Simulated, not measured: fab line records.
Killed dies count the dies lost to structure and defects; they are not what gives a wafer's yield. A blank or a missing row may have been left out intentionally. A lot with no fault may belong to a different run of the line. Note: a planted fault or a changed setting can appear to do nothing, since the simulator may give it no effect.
fab line records	flow berkeleyCmos170	part 1 of 2: steps 1 to 33 of 43
record lots=6	wafers=18	lastDay=11
route steps=331 shown SDANNEAL@205 PSD@206 NSD@207 PLDD@208 NLDD@209 SILICIDE@210 CONTACT@216 M1@238 M3@331
lots that met no fault: from a run of the same line without faults
startH: hours from the record's opening day to when the first of the lot's shown wafers began	waitH: hours elapsed since this lot's preceding step	" as in the row above	L1.1+2: several wafers, shown together as one row	- value missing, or start not given	* or withheld: withheld	< > ~ a bound
route shown NAME@n: names a module that has steps shown in the file, with the first one's number in the route	usual: mean/standard deviation taken from wafers without a fault	same: alike in all rows	chamber/n: place in a boat	sites: each site's reading	_std_site: how widely they spread, as a standard deviation	_edge_site: mean of outer sites minus mean of inner sites	radiusMm: for every site, how far away it sits from the centre of the wafer	mask NAME#n: copy n	behind: the most recent tool/chamber to have shaped the wafer	hold: why the lot went on hold/how many hours it stayed there/how the hold came to an end	device: names the non-switching transistor (n, p or np)	end of line: at the end of the route, the tests of the same wafers	for a step that has no rows: nothing shown but its recipe	killed: dies lost to structure and defects at the first sort, not the wafer's yield	map: per-die view of a wafer (x killed, . not killed, _ where there is no die)
set.NAME: setting as actually run; set.NAME@STEP: the setting as run at that earlier step	model.NAME: the simulator's own value behind a step, which no gauge read
a table for each step, a row for each wafer; lots at some steps of the route
services: the hour from which a tool's chamber was out of use, counted from the record's first day as startH (under 0 if before that day), plus the number of hours and why
## steps
# step UCB170_SDANNEAL_RTA_01
# recipe tempC=1050	timeS=5	ambient=N2
# usual lampPowerPct=35.4/1.6	wafer_temp_C_max=1054.4/1.3
lot.wafer	tool	chamber	startH	waitH	lampPowerPct	wafer_temp_C_max
L682.2	rtpAnneal-02	0	152.42	0.1	33.4	1056.3
L682.5	"	0	"	"	33.4	1056.2
L682.6	"	0	"	"	33.4	1054.3
L685.1	rtpAnneal-01	0	160.67	0.1	36.6	1054.0
L685.3	"	0	"	"	36.6	1052.8
L685.6	"	0	"	"	36.6	1052.4
L694.1	rtpAnneal-01	0	197.27	0.1	36.6	1054.3
L694.4	"	0	"	"	36.6	1054.4
L694.5	"	0	"	"	36.6	1054.2
L693.2	rtpAnneal-01	0	200.12	0.1	36.7	1051.9
L693.3	"	0	"	"	36.6	1054.0
L693.4	"	0	"	"	36.7	1054.1
L699.1	rtpAnneal-02	0	225.86	0.1	33.3	1054.1
L699.3	"	0	"	"	33.3	1055.2
L699.4	"	0	"	"	33.4	1054.9
L698.2	rtpAnneal-01	0	226.05	0.1	36.6	1053.5
L698.4	"	0	"	"	36.6	1052.5
L698.5	"	0	"	"	36.6	1052.8
# step UCB170_SDANNEAL_RS_MEAS_02
# recipe thkMeasGauge=four-point-probe
# usual PSD_RS=75.53/0.26
lot.wafer	tool	chamber	startH	waitH	PSD_RS[ohm/sq]
L682.2	filmMetro-04	-	152.49	0.1	75.73
L682.5	"	-	"	"	75.87
L682.6	"	-	"	"	75.37
L685.1	filmMetro-02	-	160.73	0.0	75.41
L685.3	"	-	"	"	75.39
L685.6	"	-	"	"	75.49
L694.1	filmMetro-01	-	197.33	0.0	75.41
L694.4	"	-	"	"	75.57
L694.5	"	-	"	"	75.53
L693.2	filmMetro-02	-	200.19	0.1	75.60
L693.3	"	-	"	"	75.69
L693.4	"	-	"	"	75.22
L699.1	filmMetro-04	-	225.92	0.0	76.25
L699.3	"	-	"	"	75.95
L699.4	"	-	"	"	75.82
L698.2	filmMetro-02	-	226.16	0.1	75.65
L698.4	"	-	"	"	75.54
L698.5	"	-	"	"	75.65
# step UCB170_SDANNEAL_RS_MEAS_03
# recipe thkMeasGauge=four-point-probe
# usual NSD_RS=37.28/0.093
lot.wafer	tool	chamber	startH	waitH	NSD_RS[ohm/sq]
L682.2	filmMetro-04	-	152.61	0.1	37.29
L682.5	"	-	"	"	37.37
L682.6	"	-	"	"	37.29
L685.1	filmMetro-02	-	160.85	0.1	37.41
L685.3	"	-	"	"	37.41
L685.6	"	-	"	"	37.49
L694.1	filmMetro-01	-	197.45	0.1	37.24
L694.4	"	-	"	"	37.30
L694.5	"	-	"	"	37.36
L693.2	filmMetro-02	-	200.31	0.1	37.36
L693.3	"	-	"	"	37.37
L693.4	"	-	"	"	37.31
L699.1	filmMetro-04	-	226.04	0.1	37.28
L699.3	"	-	"	"	37.31
L699.4	"	-	"	"	37.37
L698.2	filmMetro-02	-	226.28	0.1	37.23
L698.4	"	-	"	"	37.28
L698.5	"	-	"	"	37.35
# step UCB170_SDANNEAL_RS_MEAS_04
# recipe thkMeasGauge=four-point-probe
# usual PLDD_RS=1031.4/2.3
lot.wafer	tool	chamber	startH	waitH	PLDD_RS[ohm/sq]
L682.2	filmMetro-04	-	152.73	0.1	1031.9
L682.5	"	-	"	"	1032.2
L682.6	"	-	"	"	1033.4
L685.1	filmMetro-02	-	160.97	0.1	1029.5
L685.3	"	-	"	"	1030.8
L685.6	"	-	"	"	1029.3
L694.1	filmMetro-01	-	197.57	0.1	1031.2
L694.4	"	-	"	"	1032.0
L694.5	"	-	"	"	1030.8
L693.2	filmMetro-02	-	200.43	0.1	1034.9
L693.3	"	-	"	"	1033.6
L693.4	"	-	"	"	1036.8
L699.1	filmMetro-04	-	226.16	0.1	1030.5
L699.3	"	-	"	"	1028.7
L699.4	"	-	"	"	1030.9
L698.2	filmMetro-02	-	226.40	0.1	1032.6
L698.4	"	-	"	"	1033.0
L698.5	"	-	"	"	1033.0
# step UCB170_SDANNEAL_RS_MEAS_05
# recipe thkMeasGauge=four-point-probe
# usual NLDD_RS=616.5/1.5
lot.wafer	tool	chamber	startH	waitH	NLDD_RS[ohm/sq]
L682.2	filmMetro-04	-	152.85	0.1	618.3
L682.5	"	-	"	"	617.5
L682.6	"	-	"	"	618.9
L685.1	filmMetro-02	-	161.09	0.1	617.5
L685.3	"	-	"	"	618.4
L685.6	"	-	"	"	617.6
L694.1	filmMetro-01	-	197.69	0.1	616.6
L694.4	"	-	"	"	615.6
L694.5	"	-	"	"	616.2
L693.2	filmMetro-02	-	200.55	0.1	617.3
L693.3	"	-	"	"	616.9
L693.4	"	-	"	"	617.8
L699.1	filmMetro-04	-	226.28	0.1	616.2
L699.3	"	-	"	"	615.2
L699.4	"	-	"	"	615.8
L698.2	filmMetro-02	-	226.52	0.1	617.3
L698.4	"	-	"	"	618.0
L698.5	"	-	"	"	618.4
# step UCB170_SILICIDE_PRE_CLEAN_00
# recipe gas=Ar	precleanEtchTimeS=60
# step UCB170_SILICIDE_SPUTTER_01
# recipe material=Ti	targetThkNm=30	timeS=25	powerW=1500	chamberPressurePa=0.5
# step UCB170_SILICIDE_RS_MEAS_02
# recipe thkMeasGauge=four-point-probe	reads=Ti_of_SILICIDE_SPUTTER_01
# usual SILICIDE_TI_RS=25.9/0.4
lot.wafer	tool	chamber	startH	waitH	hold	SILICIDE_TI_RS[ohm/sq]
L682.2	filmMetro-03	-	153.07	0.0	-	25.5
L682.5	"	-	"	"	-	25.4
L682.6	"	-	"	"	-	25.8
L685.1	filmMetro-03	-	161.30	0.0	-	25.7
L685.3	"	-	"	"	-	26.4
L685.6	"	-	"	"	-	26.1
L694.1	filmMetro-03	-	197.91	0.0	awaitDispo/0.2h/release	25.4
L694.4	"	-	"	"	awaitDispo/0.2h/release	25.8
L694.5	"	-	"	"	awaitDispo/0.2h/release	25.7
L694.1	filmMetro-03	-	198.19	0.3	-	25.6
L694.4	"	-	"	"	-	26.0
L694.5	"	-	"	"	-	25.9
L693.2	filmMetro-04	-	200.76	0.0	-	26.3
L693.3	"	-	"	"	-	25.8
L693.4	"	-	"	"	-	26.5
L699.1	filmMetro-04	-	226.50	0.0	-	25.9
L699.3	"	-	"	"	-	26.0
L699.4	"	-	"	"	-	26.1
L698.2	filmMetro-03	-	226.73	0.0	-	25.6
L698.4	"	-	"	"	-	25.0
L698.5	"	-	"	"	-	25.3
# step UCB170_SILICIDE_THK_MEAS_03
# recipe thkMeasGauge=xrf	reads=Ti_of_SILICIDE_SPUTTER_01
# usual SILICIDE_TI_THK=30.3/0.42
lot.wafer	tool	chamber	startH	waitH	hold	SILICIDE_TI_THK[nm]
L682.2	filmMetro-03	-	153.18	0.1	-	30.6
L682.5	"	-	"	"	-	30.8
L682.6	"	-	"	"	-	30.3
L685.1	filmMetro-03	-	161.42	0.1	-	30.3
L685.3	"	-	"	"	-	29.6
L685.6	"	-	"	"	-	30.1
L693.2	filmMetro-04	-	200.87	0.1	-	29.9
L693.3	"	-	"	"	-	30.4
L693.4	"	-	"	"	-	29.8
L694.1	filmMetro-03	-	201.70	3.5	awaitDispo/0.2h/release	30.6
L694.4	"	-	"	"	awaitDispo/0.2h/release	30.0
L694.5	"	-	"	"	awaitDispo/0.2h/release	30.3
L694.1	filmMetro-03	-	201.96	0.2	-	30.8
L694.4	"	-	"	"	-	30.2
L694.5	"	-	"	"	-	30.3
L699.1	filmMetro-04	-	226.62	0.1	-	30.3
L699.3	"	-	"	"	-	30.2
L699.4	"	-	"	"	-	30.2
L698.2	filmMetro-03	-	226.84	0.1	-	30.6
L698.4	"	-	"	"	-	31.0
L698.5	"	-	"	"	-	30.8
# step UCB170_SILICIDE_RTA_04
# recipe tempC=650	timeS=15	ambient=N2
# step UCB170_SILICIDE_WET_ETCH_05
# recipe chemistry=SPM	timeS=45	tempC=120	target=Ti
# step UCB170_CONTACT_CLEAN_00
# recipe chemistry=SPM	tempC=120	timeS=600
# step UCB170_CONTACT_CVD_01
# recipe material=PSG	targetThkNm=700	tempC=450	precursor=SiH4/O2/PH3	timeS=2820	pressureMtorr=300	sih4FlowSccm=60	o2FlowSccm=90	ph3FlowSccm=25
# usual zonePowerLoadPct=7.3/0.39
lot.wafer	tool	chamber	startH	waitH	zonePowerLoadPct	model.PSG_of_CONTACT_CVD_01.thkNm
L682.2	lpcvd-02	0	153.88	0.4	7.6	695.9
L682.5	"	0	"	"	7.7	696.5
L682.6	"	0	"	"	7.8	695
L685.1	lpcvd-01	0	162.39	0.5	6.8	702.3
L685.3	"	0	"	"	6.7	698.7
L685.6	"	0	"	"	6.9	695
L693.2	lpcvd-02	0	201.61	0.4	7.7	737.5
L693.3	"	0	"	"	7.6	738.9
L693.4	"	0	"	"	7.6	739.3
L694.1	lpcvd-02	0	203.40	0.1	7.6	734.7
L694.4	"	0	"	"	7.7	734.4
L694.5	"	0	"	"	7.8	728.5
L698.2	lpcvd-01	0	227.56	0.4	6.9	705.8
L698.4	"	0	"	"	6.8	701
L698.5	"	0	"	"	6.9	703.1
L699.1	lpcvd-01	1	227.56	0.6	6.8	696.3
L699.3	"	1	"	"	6.9	694.9
L699.4	"	1	"	"	6.8	698.9
# step UCB170_CONTACT_THK_MEAS_02
# recipe reads=PSG_of_CONTACT_CVD_01
# usual CONTACT_PSG_THK=699/5.5
lot.wafer	tool	chamber	startH	waitH	hold	CONTACT_PSG_THK[nm]
L682.2	filmMetro-03	-	155.67	0.0	-	696
L682.5	"	-	"	"	-	696
L682.6	"	-	"	"	-	695
L685.1	filmMetro-03	-	164.18	0.0	-	702
L685.3	"	-	"	"	-	699
L685.6	"	-	"	"	-	695
L693.2	filmMetro-01	-	203.42	0.0	awaitDispo/0.2h/release	738
L693.3	"	-	"	"	awaitDispo/0.2h/release	739
L693.4	"	-	"	"	awaitDispo/0.2h/release	739
L693.2	filmMetro-01	-	203.64	0.2	-	737
L693.3	"	-	"	"	-	739
L693.4	"	-	"	"	-	739
L694.1	filmMetro-03	-	205.18	0.0	awaitDispo/0.2h/release	734
L694.4	"	-	"	"	awaitDispo/0.2h/release	735
L694.5	"	-	"	"	awaitDispo/0.2h/release	728
L694.1	filmMetro-03	-	205.42	0.2	-	735
L694.4	"	-	"	"	-	734
L694.5	"	-	"	"	-	728
L699.1	filmMetro-01	-	229.35	0.0	-	696
L699.3	"	-	"	"	-	695
L699.4	"	-	"	"	-	698
L698.2	filmMetro-04	-	229.36	0.0	-	706
L698.4	"	-	"	"	-	701
L698.5	"	-	"	"	-	704
# step UCB170_CONTACT_COAT_04
# recipe resist=KrF	spinRpm=1500	resistThkNm=900
# step UCB170_CONTACT_SOFTBAKE_05
# recipe resist=KrF	tempC=130	timeS=60
# step UCB170_CONTACT_STRIP_06
# recipe chemistry=O2	powerW=400	pressureMtorr=3500	platenTempC=withheld	o2FlowSccm=400	overashFraction=0.5
# usual drypumpMotorCurrentA=5.5/0.39	oesProductAu=0.734/0.0044	stripTimeToEndpointS=22.00/0.076
lot.wafer	tool	chamber	startH	waitH	drypumpMotorCurrentA	oesProductAu	rfHoursCounterH	stripTimeToEndpointS
L682.2	plasmaAsher-04	0	156.17	0.1	5.0	0.738	33	22.19
L682.5	"	0	"	"	5.0	0.733	-	22.08
L682.6	"	1	"	"	5.5	0.727	-	22.15
L685.1	plasmaAsher-03	1	164.73	0.1	6.0	0.728	5	22.03
L685.3	"	0	"	"	6.1	0.728	-	22.12
L685.6	"	0	"	"	6.1	0.731	-	22.05
L693.2	plasmaAsher-04	0	206.18	0.2	5.0	0.737	39	22.12
L693.3	"	1	"	"	5.5	0.740	-	22.06
L693.4	"	0	"	"	5.0	0.742	-	22.10
L694.1	plasmaAsher-01	0	209.59	0.1	5.4	0.733	55	22.04
L694.4	"	0	"	"	5.4	0.737	-	21.99
L694.5	"	0	"	"	5.4	0.733	-	22.02
L698.2	plasmaAsher-03	0	229.86	0.1	6.1	0.736	13	21.98
L698.4	"	1	"	"	6.0	0.733	-	21.98
L698.5	"	0	"	"	6.1	0.735	-	21.97
L699.1	plasmaAsher-04	0	229.86	0.1	5.0	0.742	42	22.05
L699.3	"	0	"	"	5.0	0.731	-	22.12
L699.4	"	1	"	"	5.5	0.732	-	22.06
# step UCB170_CONTACT_CLEAN_07
# recipe chemistry=SPM	tempC=120	timeS=600
# step UCB170_CONTACT_RTA_08
# recipe tempC=900	timeS=10	ambient=N2
# step UCB170_CONTACT_COAT_09
# recipe resist=BARC	tempC=withheld	timeS=withheld	spinRpm=3000	resistThkNm=withheld
# step UCB170_CONTACT_COAT_10
# recipe resist=KrF	spinRpm=1500	resistThkNm=900
# step UCB170_CONTACT_SOFTBAKE_11
# recipe resist=KrF	tempC=130	timeS=60
# step UCB170_CONTACT_EXPOSE_12
# recipe maskId=CONT	targetCdNm=700	na=0.5	sigmaOuter=0.6	sourceShape=conventional	doseMj=35
# step UCB170_CONTACT_PEB_13
# recipe pebTempC=130	pebTimeS=withheld	resist=KrF
# step UCB170_CONTACT_DEVELOP_14
# recipe developer=TMAH	developTimeS=45	resist=KrF	devTempC=21
# step UCB170_CONTACT_CD_MEAS_15
# recipe targetCdNm=700
# usual cdNm=699.6/1.2
lot.wafer	tool	chamber	startH	waitH	cdNm
L682.2	cdSem-02	-	157.52	-	701.3
L682.5	"	-	"	"	700.4
L682.6	"	-	"	"	700.2
L685.1	cdSem-01	-	166.21	-	701.5
L685.3	"	-	"	"	700.2
L685.6	"	-	"	"	699.6
L693.2	cdSem-02	-	209.14	-	697.7
L693.3	"	-	"	"	698.0
L693.4	"	-	"	"	698.3
L694.1	cdSem-01	-	211.00	-	699.1
L694.4	"	-	"	"	698.6
L694.5	"	-	"	"	698.3
L699.1	cdSem-02	-	231.20	-	699.0
L699.3	"	-	"	"	699.3
L699.4	"	-	"	"	699.8
L698.2	cdSem-01	-	231.49	-	699.9
L698.4	"	-	"	"	701.2
L698.5	"	-	"	"	699.4
# step UCB170_CONTACT_OVL_MEAS_16
# usual CONTACT_OVL=2/5
lot.wafer	tool	chamber	startH	waitH	CONTACT_OVL[nm]
L682.2	overlay-01	-	157.62	0.1	-4
L682.5	"	-	"	"	2
L682.6	"	-	"	"	-5
L685.1	overlay-02	-	166.33	0.1	2
L685.3	"	-	"	"	3
L685.6	"	-	"	"	10
L693.2	overlay-01	-	209.25	0.1	0
L693.3	"	-	"	"	7
L693.4	"	-	"	"	4
L694.1	overlay-02	-	211.12	0.1	2
L694.4	"	-	"	"	-1
L694.5	"	-	"	"	3
L699.1	overlay-02	-	231.32	0.1	-1
L699.3	"	-	"	"	5
L699.4	"	-	"	"	4
L698.2	overlay-02	-	231.60	0.1	1
L698.4	"	-	"	"	-3
L698.5	"	-	"	"	-1
# step UCB170_CONTACT_ETCH_17
# recipe chemistry=N2/H2	targetDepthA=withheld	overetchA=withheld	target=BARC	timeS=withheld	sourceW=500	biasW=100	pressureMtorr=30	n2FlowSccm=100	h2FlowSccm=200
# usual drypumpMotorCurrentA=5.95/0.27	oesProductAu=0.993/0.023	rfFwdPowerW=494.9/2	throttleValvePct=13.34/0.15
lot.wafer	tool	chamber	startH	waitH	drypumpMotorCurrentA	oesProductAu	rfFwdPowerW	throttleValvePct
L682.2	rieDiel-01	3	157.65	0.0	5.52	1.016	494.0	13.34
L682.5	"	2	"	"	5.92	0.986	495.6	13.41
L682.6	"	3	"	"	5.50	1.011	494.8	13.35
L685.1	rieDiel-03	1	166.37	0.0	5.94	0.963	494.2	13.48
L685.3	"	2	"	"	6.18	1.036	495.0	13.29
L685.6	"	2	"	"	6.18	1.026	496.9	13.27
L693.2	rieDiel-03	1	209.28	0.0	5.95	0.950	493.1	13.45
L693.3	"	3	"	"	5.91	0.984	498.8	13.63
L693.4	"	2	"	"	6.17	1.011	496.3	13.26
L694.1	rieDiel-04	1	211.15	0.0	5.64	1.019	494.4	13.42
L694.4	"	0	"	"	6.13	1.035	496.1	13.19
L694.5	"	1	"	"	5.64	1.012	492.3	13.41
L699.1	rieDiel-04	2	231.35	0.0	5.52	0.995	495.5	13.11
L699.3	"	1	"	"	5.63	1.007	495.9	13.43
L699.4	"	3	"	"	6.16	0.986	496.0	13.30
L698.2	rieDiel-01	2	231.63	0.0	5.91	0.999	495.5	13.41
L698.4	"	1	"	"	6.50	1.002	494.4	13.37
L698.5	"	0	"	"	5.85	0.957	490.6	13.36
# step UCB170_CONTACT_ETCH_18
# recipe chemistry=CHF3/CF4/Ar	target=PSG	stopOn=TiSi2	CHF3_flow_sccm=45	cf4FlowSccm=15	Ar_flow_sccm=150	pressureMtorr=200	rfW=700	targetDepthA=8400	overEtchFrac=0.2	timeS=195
# usual drypumpMotorCurrentA=5.94/0.27	mfcArSccm=150.1/0.47	oesProductAu=0.896/0.0097	rfFwdPowerW=697.5/2.1	throttleValvePct=6.94/0.11
lot.wafer	tool	chamber	startH	waitH	drypumpMotorCurrentA	mfcArSccm	oesProductAu	rfFwdPowerW	rfHoursCounterH	throttleValvePct	model.CONTACT.featureDepthNm	model.etch.depthNm
L682.2	rieDiel-01	3	-	-	5.55	149.9	0.887	698.4	151	6.95	695.9	695.9
L682.5	"	2	"	"	5.95	149.5	0.889	692.4	-	7.13	696.5	696.5
L682.6	"	3	"	"	5.52	150.4	0.888	699.4	-	6.94	695	695
L685.1	rieDiel-03	1	-	-	5.95	150.8	0.894	699.1	2	6.94	702.3	702.3
L685.3	"	2	"	"	6.19	149.9	0.897	698.9	39	6.94	698.7	698.7
L685.6	"	2	"	"	6.18	150.2	0.895	700.1	-	6.93	695	695
L693.2	rieDiel-03	1	-	-	5.93	149.9	0.918	698.5	5	6.94	737.5	737.5
L693.3	"	3	"	"	5.91	151.1	0.946	695.9	83	7.00	738.9	738.9
L693.4	"	2	"	"	6.18	150.2	0.930	699.0	41	6.93	739.3	739.3
L694.1	rieDiel-04	1	-	-	5.63	150.0	0.925	697.7	2	6.99	734.7	734.7
L694.4	"	0	"	"	6.16	150.1	0.933	698.5	123	6.80	734.4	734.4
L694.5	"	1	"	"	5.63	150.2	0.923	700.8	-	7.00	728.5	728.5
L699.1	rieDiel-04	2	-	-	5.51	150.9	0.890	697.8	5	6.81	696.3	696.3
L699.3	"	1	"	"	5.62	150.5	0.895	696.4	4	6.98	694.9	694.9
L699.4	"	3	"	"	6.20	149.7	0.887	693.9	82	6.91	698.9	698.9
L698.2	rieDiel-01	2	-	-	5.95	149.6	0.901	700.1	10	7.11	705.8	705.8
L698.4	"	1	"	"	6.54	150.5	0.894	698.2	11	7.04	701	701
L698.5	"	0	"	"	5.84	150.0	0.895	697.8	-	6.95	703.1	703.1
# step UCB170_CONTACT_STRIP_19
# recipe chemistry=O2	powerW=400	pressureMtorr=3500	platenTempC=withheld	o2FlowSccm=400	overashFraction=0.5
# usual drypumpMotorCurrentA=5.6/0.37	oesProductAu=0.725/0.0044
lot.wafer	tool	chamber	startH	waitH	drypumpMotorCurrentA	oesProductAu	rfHoursCounterH
L682.2	plasmaAsher-04	1	157.82	-	5.5	0.733	33
L682.5	"	1	"	"	5.5	0.722	-
L682.6	"	0	"	"	5.0	0.732	-
L685.1	plasmaAsher-04	0	166.54	-	5.1	0.726	34
L685.3	"	1	"	"	5.5	0.730	-
L685.6	"	1	"	"	5.5	0.729	-
L693.2	plasmaAsher-03	1	209.44	-	6.0	0.719	10
L693.3	"	0	"	"	6.1	0.727	-
L693.4	"	1	"	"	6.0	0.729	-
L694.1	plasmaAsher-01	1	211.32	-	5.6	0.723	55
L694.4	"	1	"	"	5.6	0.720	-
L694.5	"	1	"	"	5.6	0.722	-
L699.1	plasmaAsher-03	1	231.52	-	6.0	0.728	13
L699.3	"	0	"	"	6.1	0.718	-
L699.4	"	1	"	"	6.0	0.725	-
L698.2	plasmaAsher-04	1	231.80	-	5.5	0.724	42
L698.4	"	1	"	"	5.5	0.724	-
L698.5	"	1	"	"	5.5	0.727	-
# step UCB170_CONTACT_CD_MEAS_90
# recipe targetCdNm=700
# usual cdNm=699.5/1.6
lot.wafer	tool	chamber	startH	waitH	cdNm
L682.2	cdSem-02	-	157.94	0.1	702.1
L682.5	"	-	"	"	700.9
L682.6	"	-	"	"	700.9
L685.1	cdSem-01	-	166.64	0.1	699.4
L685.3	"	-	"	"	700.6
L685.6	"	-	"	"	700.9
L693.2	cdSem-02	-	209.56	0.1	696.2
L693.3	"	-	"	"	697.8
L693.4	"	-	"	"	699.2
L694.1	cdSem-02	-	211.55	0.2	699.5
L694.4	"	-	"	"	699.5
L694.5	"	-	"	"	697.9
L699.1	cdSem-02	-	231.62	0.1	698.8
L699.3	"	-	"	"	700.0
L699.4	"	-	"	"	699.1
L698.2	cdSem-01	-	231.92	0.1	700.9
L698.4	"	-	"	"	702.0
L698.5	"	-	"	"	698.4
# step UCB170_CONTACT_CLEAN_20
# recipe chemistry=SPM	tempC=120	timeS=600
# step UCB170_M1_SPUTTER_00
# recipe material=Al	targetThkNm=600	timeS=80	powerW=6000	chamberPressurePa=0.5
# usual throttleValvePct=29.6/1.4
lot.wafer	tool	chamber	startH	waitH	throttleValvePct
L682.2	pvdSputter-01	-	158.23	0.0	31.9
L682.5	"	-	"	"	29.8
L682.6	"	-	"	"	30.9
L685.1	pvdSputter-02	-	166.95	0.0	29.7
L685.3	"	-	"	"	27.1
L685.6	"	-	"	"	27.4
L693.2	pvdSputter-01	-	209.84	0.0	27.0
L693.3	"	-	"	"	31.1
L693.4	"	-	"	"	31.7
L694.1	pvdSputter-03	-	215.24	3.2	29.8
L694.4	"	-	"	"	28.8
L694.5	"	-	"	"	28.8
L699.1	pvdSputter-01	-	231.92	0.0	27.2
L699.3	"	-	"	"	29.8
L699.4	"	-	"	"	30.8
L698.2	pvdSputter-02	-	232.19	0.0	31.1
L698.4	"	-	"	"	29.6
L698.5	"	-	"	"	27.3
## key
firstSign step=UCB170_CONTACT_THK_MEAS_02	reading=visit	direction=added
effect step=UCB170_CONTACT_THK_MEAS_02	reading=CONTACT_PSG_THK	direction=up	sigmas=6.7	usual=699	struck=736
effect step=UCB170_CONTACT_ETCH_18	reading=oesProductAu	direction=up	sigmas=3.4	usual=0.896	struck=0.929
modelEffect step=UCB170_CONTACT_CVD_01	value=PSG_of_CONTACT_CVD_01.thkNm	without=694	struck=735.6
modelEffect step=UCB170_CONTACT_ETCH_18	value=CONTACT.featureDepthNm	without=694	struck=735.6
modelEffect step=UCB170_M1_METAL_ETCH_12	value=PSG_of_CONTACT_CVD_01.thkNm	without=657	struck=698.4
metAt UCB170_CONTACT_CVD_01
struckWafers L693.2,L693.3,L693.4,L694.1,L694.4,L694.5
testerLeftOut L693,L694
onsetBetween 153.88 201.61
fault kind=processParameterDrift	tool=lpcvd-02	chamber=0	onsetH=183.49	steps=UCB170_CONTACT_CVD_01	channel=targetThkNm	offset=42	shape=step	endH=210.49	actsIn=theseRecipesOnly	stated=700
# testerLeftOut: of these lots the tester's yield and bins aren't shown, on N5 and GAA mostly nor the transistor test; their killed dies are dies lost to structure and defects alone, not to doping, threshold or leakage, so they don't give the yield
